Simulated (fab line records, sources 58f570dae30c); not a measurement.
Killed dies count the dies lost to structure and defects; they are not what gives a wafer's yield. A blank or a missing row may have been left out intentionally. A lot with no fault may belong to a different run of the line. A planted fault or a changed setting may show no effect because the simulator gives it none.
Which of the tools did it? :: flow berkeley-cmos170 :: Sampling: 13 lots, 39 wafers, 4 of 331 route steps

== WHAT THE GAUGES READ, wafer by wafer ==
UCB170_START_THK_MEAS_03. Usual: START_OXIDE_THK typically reads 19.9 nm, with standard deviation 0.35.
lot: L830
measured: day 1 15:37
on: film-metro-02
START_OXIDE_THK (nm): 20.3 20.5 20.4
flag: 

lot: L831
measured: day 1 21:10
on: film-metro-01
START_OXIDE_THK (nm): 20.4 20.4 20.2
flag: 

lot: L832
measured: day 2 01:23
on: film-metro-04
START_OXIDE_THK (nm): 19.8 20.3 20.1
flag: 

lot: L834
measured: day 2 09:35
on: film-metro-02
START_OXIDE_THK (nm): 19.5 19.8 19.5
flag: 

lot: L835
measured: day 2 16:27
on: film-metro-01
START_OXIDE_THK (nm): 19.8 19.8 20.2
flag: 

lot: L837
measured: day 2 22:41
on: film-metro-02
START_OXIDE_THK (nm): 19.5 19.6 19.8
flag: 

lot: L836
measured: day 2 22:42
on: film-metro-01
START_OXIDE_THK (nm): 19.6 19.4 19.7
flag: 

lot: L838
measured: day 3 07:02
on: film-metro-04
START_OXIDE_THK (nm): 20.5 20.4 20.0
flag: 

lot: L839
measured: day 3 13:14
on: film-metro-04
START_OXIDE_THK (nm): 19.9 19.7 19.7
flag: 

lot: L840
measured: day 3 17:41
on: film-metro-01
START_OXIDE_THK (nm): 19.2 19.1 19.4
flag: 

lot: L843
measured: day 4 08:57
on: film-metro-01
START_OXIDE_THK (nm): 20.1 20.0 20.1
flag: 

lot: L845
measured: day 4 18:57
on: film-metro-01
START_OXIDE_THK (nm): 19.6 19.4 19.6
flag: 

lot: L849
measured: day 5 14:46
on: film-metro-04
START_OXIDE_THK (nm): 20.5 20.2 20.3
flag: 

UCB170_NWELL_THK_MEAS_05. Usual: NWELL_NITRIDE_THK typically reads 224.5 nm, with standard deviation 2.5.
lot: L830
measured: day 2 13:43
on: film-metro-01
NWELL_NITRIDE_THK (nm): 220.9 223.4 221.8
flag: 

lot: L831
measured: day 2 13:42
on: film-metro-03
NWELL_NITRIDE_THK (nm): 228.5 228.7 226.4
flag: 

lot: L832
measured: day 3 01:43
on: film-metro-03
NWELL_NITRIDE_THK (nm): 222.9 225.4 224.1
flag: 

lot: L834
measured: day 3 04:56
on: film-metro-03
NWELL_NITRIDE_THK (nm): 222.3 222.8 223.2
flag: 

lot: L835
measured: day 3 12:35
on: film-metro-03
NWELL_NITRIDE_THK (nm): 222.6 224.6 223.2
flag: 

lot: L837
measured: day 3 17:46
on: film-metro-03
NWELL_NITRIDE_THK (nm): 224.0 222.9 222.5
flag: 

lot: L836
measured: day 3 17:47
on: film-metro-04
NWELL_NITRIDE_THK (nm): 223.2 223.4 222.7
flag: 

lot: L838
measured: day 4 05:08
on: film-metro-01
NWELL_NITRIDE_THK (nm): 224.2 225.0 222.6
flag: 

lot: L839
measured: day 4 09:52
on: film-metro-04
NWELL_NITRIDE_THK (nm): 223.6 223.6 225.8
flag: 

lot: L840
measured: day 4 09:51
on: film-metro-03
NWELL_NITRIDE_THK (nm): 229.0 229.5 228.6
flag: 

lot: L843
measured: day 5 03:54
on: film-metro-03
NWELL_NITRIDE_THK (nm): 224.3 224.6 223.9
flag: 

lot: L845
measured: day 5 17:56
on: film-metro-04
NWELL_NITRIDE_THK (nm): 224.6 225.0 225.5
flag: 

lot: L849
measured: day 6 15:37
on: film-metro-04
NWELL_NITRIDE_THK (nm): 213.4 214.0 211.6 213.5 213.9 211.7
flag: OFF

UCB170_NWELL_OVL_MEAS_12. Usual: NWELL_OVL typically reads 1 nm, with standard deviation 4.9.
lot: L830
measured: day 2 15:22
on: overlay-02
NWELL_OVL (nm): -8 -1 0
flag: 

lot: L831
measured: day 2 15:31
on: overlay-01
NWELL_OVL (nm): 2 -1 -1
flag: 

lot: L832
measured: day 3 03:01
on: overlay-02
NWELL_OVL (nm): 7 5 3
flag: 

lot: L834
measured: day 3 06:53
on: overlay-02
NWELL_OVL (nm): 2 9 10
flag: 

lot: L835
measured: day 3 13:31
on: overlay-01
NWELL_OVL (nm): 3 15 7
flag: 

lot: L837
measured: day 3 19:02
on: overlay-02
NWELL_OVL (nm): -3 7 7
flag: 

lot: L836
measured: day 3 18:49
on: overlay-01
NWELL_OVL (nm): 1 -4 -5
flag: 

lot: L838
measured: day 4 06:02
on: overlay-01
NWELL_OVL (nm): 0 0 0
flag: 

lot: L839
measured: day 4 11:15
on: overlay-02
NWELL_OVL (nm): -3 2 5
flag: 

lot: L840
measured: day 4 11:31
on: overlay-02
NWELL_OVL (nm): 6 2 10
flag: 

lot: L843
measured: day 5 04:50
on: overlay-01
NWELL_OVL (nm): -3 -3 -1
flag: 

lot: L845
measured: day 5 19:05
on: overlay-02
NWELL_OVL (nm): 13 12 9
flag: 

lot: L849
measured: day 6 19:01
on: overlay-02
NWELL_OVL (nm): 0 -1 -2
flag: 

== TOOL THAT RAN EACH LOT (tool first, then ch and the chambers of the sampled wafers, then the start) ==
lot: L830
UCB170_NWELL_CVD_04: lpcvd-01 ch 1, day 2 11:46

lot: L831
UCB170_NWELL_CVD_04: lpcvd-01 ch 1, day 2 11:46

lot: L832
UCB170_NWELL_CVD_04: lpcvd-02 ch 0, day 2 23:47

lot: L834
UCB170_NWELL_CVD_04: lpcvd-02 ch 1, day 3 02:59

lot: L835
UCB170_NWELL_CVD_04: lpcvd-01 ch 1, day 3 10:38

lot: L837
UCB170_NWELL_CVD_04: lpcvd-01 ch 0, day 3 15:50

lot: L836
UCB170_NWELL_CVD_04: lpcvd-01 ch 0, day 3 15:50

lot: L838
UCB170_NWELL_CVD_04: lpcvd-02 ch 0, day 4 03:12

lot: L839
UCB170_NWELL_CVD_04: lpcvd-01 ch 1, day 4 07:55

lot: L840
UCB170_NWELL_CVD_04: lpcvd-01 ch 1, day 4 07:55

lot: L843
UCB170_NWELL_CVD_04: lpcvd-01 ch 0, day 5 01:58

lot: L845
UCB170_NWELL_CVD_04: lpcvd-01 ch 1, day 5 16:00

lot: L849
UCB170_NWELL_CVD_04: lpcvd-01 ch 1, day 6 13:41
- UCB170_NWELL_CVD_04: deposits Si3N4 from SiH2Cl2/NH3, target thk 224 nm, time 3360 s.

== AS READ BY THE TOOLS THEMSELVES (means over the sampled wafers that have a number; for cases with no such wafer, the mark the record gives instead) ==
UCB170_NWELL_CVD_04. Usual: sih2cl2-flow-sccm 25.00 sccm, standard deviation 0.074.
lot: L830
tool: lpcvd-01
sih2cl2-flow-sccm (sccm): 25.07
flag: 

lot: L831
tool: lpcvd-01
sih2cl2-flow-sccm (sccm): 25.01
flag: 

lot: L832
tool: lpcvd-02
sih2cl2-flow-sccm (sccm): 24.99
flag: 

lot: L834
tool: lpcvd-02
sih2cl2-flow-sccm (sccm): 24.99
flag: 

lot: L835
tool: lpcvd-01
sih2cl2-flow-sccm (sccm): 25.01
flag: 

lot: L837
tool: lpcvd-01
sih2cl2-flow-sccm (sccm): 24.96
flag: 

lot: L836
tool: lpcvd-01
sih2cl2-flow-sccm (sccm): 25.12
flag: 

lot: L838
tool: lpcvd-02
sih2cl2-flow-sccm (sccm): 24.92
flag: 

lot: L839
tool: lpcvd-01
sih2cl2-flow-sccm (sccm): 24.91
flag: 

lot: L840
tool: lpcvd-01
sih2cl2-flow-sccm (sccm): 25.01
flag: 

lot: L843
tool: lpcvd-01
sih2cl2-flow-sccm (sccm): 25.00
flag: 

lot: L845
tool: lpcvd-01
sih2cl2-flow-sccm (sccm): 24.96
flag: 

lot: L849
tool: lpcvd-01
sih2cl2-flow-sccm (sccm): 19.95
flag: OFF

== THE ANSWER, worked out from the rows above alone ==
Rule: a lot is off if the mean of its wafers that have a number lies more than 3 standard deviations from the usual mean. Also off: a lot with no number at a reading for which 4 or more lots have one. The other lots that the step has rows for count as sound. The gauges are gone through in route order, then the tools' own readings, and for those a lot's mean is taken as printed above. At the first step where some lot is off, the reading lying furthest off is the one used; lots without a number count as furthest.
Off: at UCB170_NWELL_THK_MEAS_05 (NWELL_NITRIDE_THK), L849.
If a tool, at a process step before that reading, ran all the lots that are off and no sound lot after the first of them, it fits. The gauges at UCB170_NWELL_THK_MEAS_05 aren't tried: what is off there is off at UCB170_NWELL_CVD_04 too, on other tools, and a gauge's error can't cause that. One fits: lpcvd-01 at UCB170_NWELL_CVD_04. Its last sound lot is L845 (day 5 16:00), its first lot that is off L849 (day 6 13:41): a fault that began between those two fits.
On the lots that are off, the tool's own readings at UCB170_NWELL_CVD_04 differ by more than 5 times the standard deviation of the sound lots' means, which bears it out; sih2cl2-flow-sccm reads 19.95 sccm there versus 25.00 sccm on the sound lots.

== WHAT THE SIMULATOR PUT IN ==
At UCB170_NWELL_CVD_04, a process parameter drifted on lpcvd-01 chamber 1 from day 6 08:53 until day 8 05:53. Setting sih2cl2-flow-sccm, moved by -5, from 25. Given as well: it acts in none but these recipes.
Struck lots among those shown: L849. The rule above found the same.
